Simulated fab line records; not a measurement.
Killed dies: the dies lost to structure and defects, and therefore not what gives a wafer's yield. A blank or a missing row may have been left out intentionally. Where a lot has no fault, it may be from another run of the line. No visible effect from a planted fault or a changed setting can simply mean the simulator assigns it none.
Split-lot trial    flow berkeleyCmos170    on a route of 331 steps: 5 lots, 23 wafers read

## THE SPLIT
At UCB170_V2_COAT_07 (resist thk 900 nm), the setting resistThkNm was moved away from the recipe's 900 nm on 6 of the 23 wafers read, by -5.3% to -3.0%. The other wafers ran this setting at the recipe's value.

The file shows no step between the split and the reading.

## THE READING
KrF_of_V2_COAT_07.thkNm (the simulator's own value, which no gauge read), in nm, at UCB170_V2_ETCH_14 (etches SiO2 in CHF3/CF4/Ar, stops on Al, target depth 1250 nm, time 291 s). There is no usual value for it anywhere in the file. Here, 17 wafers ran the recipe; their average is 614.0 nm with a standard deviation of 12 nm.

wafer   tool, chamber at the split  resistThkNm as run, nm  against the recipe  KrF_of_V2_COAT_07.thkNm, nm  against lot-mates on the recipe
L076.1  lithoTrack-02, 0            852.1                   -5.3%               566.5                        -44.8
L076.2  lithoTrack-02, 0            900                     recipe              611.7                        -
L076.4  lithoTrack-02, 0            852.1                   -5.3%               563.6                        -47.7
L076.5  lithoTrack-02, 0            900                     recipe              611                          -
L076.6  lithoTrack-02, 0            900                     recipe              611.2                        -
L075.1  lithoTrack-02, 0            900                     recipe              617.4                        -
L075.3  lithoTrack-02, 0            900                     recipe              607.7                        -
L075.4  lithoTrack-02, 0            900                     recipe              613.4                        -
L079.1  lithoTrack-02, 0            864.8                   -3.9%               544.1                        -59.7
L079.2  lithoTrack-02, 0            900                     recipe              580.8                        -
L079.4  lithoTrack-02, 0            864.8                   -3.9%               546.5                        -57.3
L079.5  lithoTrack-02, 0            900                     recipe              613.1                        -
L079.6  lithoTrack-02, 0            900                     recipe              617.5                        -
L084.2  lithoTrack-02, 0            900                     recipe              613.2                        -
L084.3  lithoTrack-02, 0            873.2                   -3.0%               585.6                        -26.4
L084.4  lithoTrack-02, 0            900                     recipe              609.7                        -
L084.5  lithoTrack-02, 0            900                     recipe              613.1                        -
L084.6  lithoTrack-02, 0            873.2                   -3.0%               583.3                        -28.7
L083.1  lithoTrack-04, 0            900                     recipe              612.3                        -
L083.2  lithoTrack-04, 0            900                     recipe              616.6                        -
L083.3  lithoTrack-04, 0            900                     recipe              614.1                        -
L083.4  lithoTrack-04, 0            900                     recipe              637.6                        -
L083.5  lithoTrack-04, 0            900                     recipe              638.4                        -

THE FIT
A straight line over all 23 wafers: KrF_of_V2_COAT_07.thkNm changes by +11.7 nm for each +1% of resistThkNm; r = +0.86; the points scatter about the line by 14 nm.
The same after taking each lot's own level away (the mean of its wafers on the recipe; 23 wafers): +10.5 nm for each +1%; r = +0.89; scatter 11 nm.
According to that fit, moving resistThkNm by its largest amount changes the reading by 56 nm.
From 603.80 to 623.80 nm: that is the span of the lots' own levels, equal to 1.7 times the standard deviation above.
Thus the slope moves with the lot-to-lot level: the two fits are different.
Check: for one of the wafers moved furthest among these (-5.3%), held out of the fit, the line's prediction against its lot-mates is -60.8 nm. Against them it came out at -44.8 nm.

## OTHER SPLITS ON THESE WAFERS
Other splits were also applied to these wafers ahead of the reading. Each is held against what the fit with the lots' levels taken away leaves over:
other split on the same wafers  wafers away from the commonest value  r with KrF_of_V2_COAT_07.thkNm (lot level and that fit taken away)
UCB170_M2_PEB_13 pebTempC       11                                    -0.23

## THE WHOLE CHAIN: every reading that the file lists as answering this split, in the file's order
step                what it does                                                               reading                                                                   change (the file's fit)               r (the file's)
UCB170_V2_COAT_07   resist thk 900 nm                                                          KrF_of_V2_COAT_07.thkNm (the simulator's own value, which no gauge read)  +9.11 nm for each +1% of the setting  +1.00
UCB170_V2_ETCH_14   etches SiO2 in CHF3/CF4/Ar, stops on Al, target depth 1250 nm, time 291 s  KrF_of_V2_COAT_07.thkNm (the simulator's own value, which no gauge read)  +10.6 nm for each +1% of the setting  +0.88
UCB170_V2_STRIP_15  strips in O2                                                               stripTimeToEndpointS                                                      withheld for each +1% of the setting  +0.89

## THE FILE'S OWN FIT
KrF_of_V2_COAT_07.thkNm changes by +10.6 nm for each +1% of resistThkNm, r = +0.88.
